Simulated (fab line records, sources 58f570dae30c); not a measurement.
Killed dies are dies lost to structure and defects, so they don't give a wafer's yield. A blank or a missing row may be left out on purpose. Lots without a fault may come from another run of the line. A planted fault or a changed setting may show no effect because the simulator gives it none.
Which tool did it? | flow berkeley_cmos170 | 14 lots, 42 wafers sampled, at 3 steps of a route of 331

WHAT THE GAUGES READ, wafer by wafer
UCB170_PLDD_TW_MEAS_11.
lot  | measured     | on            | PLDD_TW
L973 | day 7 05:32  | film_metro-03 | 1000 1003 1001
L976 | day 7 12:05  | film_metro-04 | 1013 1011 1010
L975 | day 7 12:49  | film_metro-04 | 1018 1011 1017
L974 | day 7 13:09  | film_metro-02 | 1004 1006 1009
L977 | day 8 06:44  | film_metro-03 | 1001 1003 1006
L980 | day 8 16:11  | film_metro-04 | 1017 1017 1011
L984 | day 8 20:40  | film_metro-02 | 1006 1002 1005
L983 | day 8 20:56  | film_metro-02 | 992 999 996
L982 | day 8 21:40  | film_metro-02 | 1025 1027 1023
L987 | day 10 03:47 | film_metro-03 | 1005 995 1000
L989 | day 10 17:17 | film_metro-03 | 1030 1024 1020
L993 | day 11 08:22 | film_metro-03 | 1001 1001 1008
L995 | day 11 11:31 | film_metro-04 | 1011 1011 1009
L996 | day 12 11:16 | film_metro-03 | 1008 1008 1009

UCB170_SDANNEAL_RS_MEAS_04: measures by four-point-probe.
lot  | measured     | on            | PLDD_RS (ohm/sq)
L973 | day 7 19:14  | film_metro-02 | 1030.7 1032.6 1032.8
L976 | day 8 00:38  | film_metro-04 | 1032.7 1032.8 1031.5
L975 | day 8 00:49  | film_metro-03 | 1029.6 1032.4 1030.9
L974 | day 8 01:21  | film_metro-04 | 1030.1 1029.9 1031.7
L977 | day 8 23:46  | film_metro-02 | 1035.9 1038.9 1036.3
L980 | day 9 10:24  | film_metro-03 | 1028.7 1031.7 1033.4
L984 | day 9 10:43  | film_metro-04 | 1028.0 1029.7 1031.3
L983 | day 9 11:00  | film_metro-02 | 1032.6 1030.4 1030.5
L982 | day 9 11:16  | film_metro-04 | 966.2 966.6 966.5
L987 | day 10 17:25 | film_metro-02 | 1036.7 1037.9 1039.8
L989 | day 11 07:20 | film_metro-03 | 972.6 971.1 973.0
L993 | day 11 22:10 | film_metro-02 | 1030.7 1032.4 1029.4
L995 | day 11 22:44 | film_metro-02 | 1030.5 1036.5 1032.2
L996 | day 13 00:26 | film_metro-03 | 1033.0 1031.1 1031.4

WHICH TOOL RAN EACH LOT (tool, then ch and the chambers of the sampled wafers, then the start)
lot  | UCB170_PLDD_IMPLANT_08
L973 | implanter-03 ch 0, day 7 05:10
L976 | implanter-03 ch 0, day 7 11:43
L975 | implanter-04 ch 0, day 7 12:26
L974 | implanter-02 ch 0, day 7 12:47
L977 | implanter-03 ch 0, day 8 06:21
L980 | implanter-03 ch 0, day 8 15:49
L984 | implanter-02 ch 0, day 8 20:16
L983 | implanter-03 ch 0, day 8 20:33
L982 | implanter-03 ch 0, day 8 21:16
L987 | implanter-04 ch 0, day 10 03:23
L989 | implanter-03 ch 0, day 10 16:53
L993 | implanter-04 ch 0, day 11 07:59
L995 | implanter-04 ch 0, day 11 11:07
L996 | implanter-02 ch 0, day 12 10:52
- UCB170_PLDD_IMPLANT_08

WHAT THE TOOLS THEMSELVES READ (means of the sampled wafers that have a number; where no wafer has one, the mark that the record gives instead)
UCB170_PLDD_IMPLANT_08.
lot  | tool         | dose_ions_cm2 | faraday_current_uA
L973 | implanter-03 | 4.994e+13     | 159
L976 | implanter-03 | 4.997e+13     | 160
L975 | implanter-04 | 4.994e+13     | 156
L974 | implanter-02 | 5.006e+13     | 160
L977 | implanter-03 | 5.000e+13     | 161
L980 | implanter-03 | 4.999e+13     | 156
L984 | implanter-02 | 4.995e+13     | 161
L983 | implanter-03 | 5.000e+13     | 158
L982 | implanter-03 | 5.799e+13     | 185
L987 | implanter-04 | 4.992e+13     | 159
L989 | implanter-03 | 5.801e+13     | 187
L993 | implanter-04 | 4.995e+13     | 160
L995 | implanter-04 | 5.000e+13     | 158
L996 | implanter-02 | 5.005e+13     | 160

THE ANSWER, worked out from the rows above alone
Rule: what is usual is taken from the lots themselves. Put in order of their means at a reading, lots are off if they are a third of the lots or fewer, leave a main group of 4 or more, and stand apart from it by a gap of 3 or more times the standard deviation of the main group's means; of several such gaps the widest counts. A main group whose means are all the same, to the digits that the tables above print for the reading, isn't used. A lot without any number at a reading at which 4 lots or more have one is off too. The other lots that the step has rows for count as sound. The gauges are gone through in route order, then the tools' own readings, and for those a lot's mean is taken as printed above. The first step at which some lot is off is used, and at that step the reading that is off furthest; a lot without a number counts as furthest.
Off: L982, L989, at UCB170_SDANNEAL_RS_MEAS_04 (PLDD_RS). The main group: mean 1032.4 ohm/sq, standard deviation 2.5.
A tool fits if, at a process step before that reading, it ran every lot that is off, and no sound lot after the first of them. The gauges at UCB170_SDANNEAL_RS_MEAS_04 aren't tried: what is off there is off at UCB170_PLDD_IMPLANT_08 too, on other tools, and a gauge's error can't cause that. One fits: implanter-03 at UCB170_PLDD_IMPLANT_08. Its last sound lot is L983 (day 8 20:33), its first lot that is off L982 (day 8 21:16): a fault that began between those two fits.
The tool's own readings at UCB170_PLDD_IMPLANT_08 bear it out: on the lots that are off they differ by more than 5 times the standard deviation of the sound lots' means. dose_ions_cm2 reads 5.800e+13 there against 4.998e+13 on the sound lots; faraday_current_uA reads 186 there against 159 on the sound lots.

WHAT THE SIMULATOR HAD PUT IN
Process parameter drift: implanter-03, from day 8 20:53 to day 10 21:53, at UCB170_PLDD_IMPLANT_08. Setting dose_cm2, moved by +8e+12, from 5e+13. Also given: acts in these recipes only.
Lots struck among those shown: L982, L989. The rule above found the same.
